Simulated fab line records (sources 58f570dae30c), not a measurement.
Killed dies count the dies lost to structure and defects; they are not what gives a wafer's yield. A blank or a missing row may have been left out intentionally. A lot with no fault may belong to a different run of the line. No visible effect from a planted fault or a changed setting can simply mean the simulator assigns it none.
Matching of chambers / flow berkeleyCmos170 / rieDiel-03 running UCB170_SPACER_ETCHBACK_03: 4 sister chambers
The step etches SiO2 in CHF3/CF4/Ar, stops on Si, target depth 376 nm, time 100 s. 14 wafers are shown with their chamber, then 7 later ones without.

WAFERS WITH THEIR CHAMBER
wafer=L363.2; chamber=2; drypumpMotorCurrentA (A)=5.53; throttleValvePct (%)=6.50; oesProductAu (a.u.)=0.921
wafer=L363.3; chamber=3; drypumpMotorCurrentA (A)=5.86; throttleValvePct (%)=6.32; oesProductAu (a.u.)=0.905
wafer=L363.5; chamber=1; drypumpMotorCurrentA (A)=5.04; throttleValvePct (%)=6.48; oesProductAu (a.u.)=0.936
wafer=L365.2; chamber=0; drypumpMotorCurrentA (A)=5.62; throttleValvePct (%)=6.46; oesProductAu (a.u.)=0.866
wafer=L365.4; chamber=2; drypumpMotorCurrentA (A)=5.53; throttleValvePct (%)=6.50; oesProductAu (a.u.)=0.927
wafer=L365.6; chamber=3; drypumpMotorCurrentA (A)=5.83; throttleValvePct (%)=6.29; oesProductAu (a.u.)=0.917
wafer=L367.2; chamber=3; drypumpMotorCurrentA (A)=5.84; throttleValvePct (%)=6.31; oesProductAu (a.u.)=0.917
wafer=L367.4; chamber=2; drypumpMotorCurrentA (A)=5.52; throttleValvePct (%)=6.50; oesProductAu (a.u.)=0.922
wafer=L367.6; chamber=0; drypumpMotorCurrentA (A)=5.58; throttleValvePct (%)=6.46; oesProductAu (a.u.)=0.878
wafer=L373.2; chamber=1; drypumpMotorCurrentA (A)=5.03; throttleValvePct (%)=6.47; oesProductAu (a.u.)=0.910
wafer=L373.3; chamber=2; drypumpMotorCurrentA (A)=5.53; throttleValvePct (%)=6.51; oesProductAu (a.u.)=0.943
wafer=L373.4; chamber=0; drypumpMotorCurrentA (A)=5.59; throttleValvePct (%)=6.45; oesProductAu (a.u.)=0.884
wafer=L379.1; chamber=1; drypumpMotorCurrentA (A)=5.02; throttleValvePct (%)=6.46; oesProductAu (a.u.)=0.917
wafer=L379.2; chamber=0; drypumpMotorCurrentA (A)=5.58; throttleValvePct (%)=6.46; oesProductAu (a.u.)=0.860

SIGNATURES (averages over the wafers above)
reading=drypumpMotorCurrentA; chamber 0=5.5925; chamber 1=5.0300; chamber 2=5.5275; chamber 3=5.8433; scatter within a chamber=0.0135
reading=throttleValvePct; chamber 0=6.4575; chamber 1=6.4700; chamber 2=6.5025; chamber 3=6.3067; scatter within a chamber=0.00904
reading=oesProductAu; chamber 0=0.87200; chamber 1=0.92100; chamber 2=0.92825; chamber 3=0.91300; scatter within a chamber=0.0106
Rule: a wafer's distance from a chamber is the root of the sum, over the readings, of the square of ((its reading less the chamber's mean) divided by the reading's scatter). If the next closest chamber is less than 2 further off than the closest, the wafer can't be placed; otherwise it belongs to the closest. The scatter: take each reading less its chamber's mean, square it, sum over the shown wafers, divide by the number of wafers less the number of chambers, and take the root.

WAFERS WITHOUT THEIR CHAMBER
wafer=L379.5; drypumpMotorCurrentA (A)=5.02; throttleValvePct (%)=6.47; oesProductAu (a.u.)=0.926
wafer=L382.2; drypumpMotorCurrentA (A)=5.86; throttleValvePct (%)=6.32; oesProductAu (a.u.)=0.919
wafer=L382.3; drypumpMotorCurrentA (A)=5.04; throttleValvePct (%)=6.45; oesProductAu (a.u.)=0.913
wafer=L382.6; drypumpMotorCurrentA (A)=5.51; throttleValvePct (%)=6.50; oesProductAu (a.u.)=0.942
wafer=L385.1; drypumpMotorCurrentA (A)=5.82; throttleValvePct (%)=6.30; oesProductAu (a.u.)=0.918
wafer=L385.4; drypumpMotorCurrentA (A)=5.62; throttleValvePct (%)=6.45; oesProductAu (a.u.)=0.883
wafer=L385.6; drypumpMotorCurrentA (A)=5.53; throttleValvePct (%)=6.50; oesProductAu (a.u.)=0.944

CHAMBER TAKEN BY EACH
wafer=L379.5; from the rows above=1; in truth=1
wafer=L382.2; from the rows above=3; in truth=3
wafer=L382.3; from the rows above=1; in truth=1
wafer=L382.6; from the rows above=2; in truth=2
wafer=L385.1; from the rows above=3; in truth=3
wafer=L385.4; from the rows above=0; in truth=0
wafer=L385.6; from the rows above=2; in truth=2
Placed correctly: 7 of 7. From these rows, 0 cannot be placed. Number placed wrongly: 0.
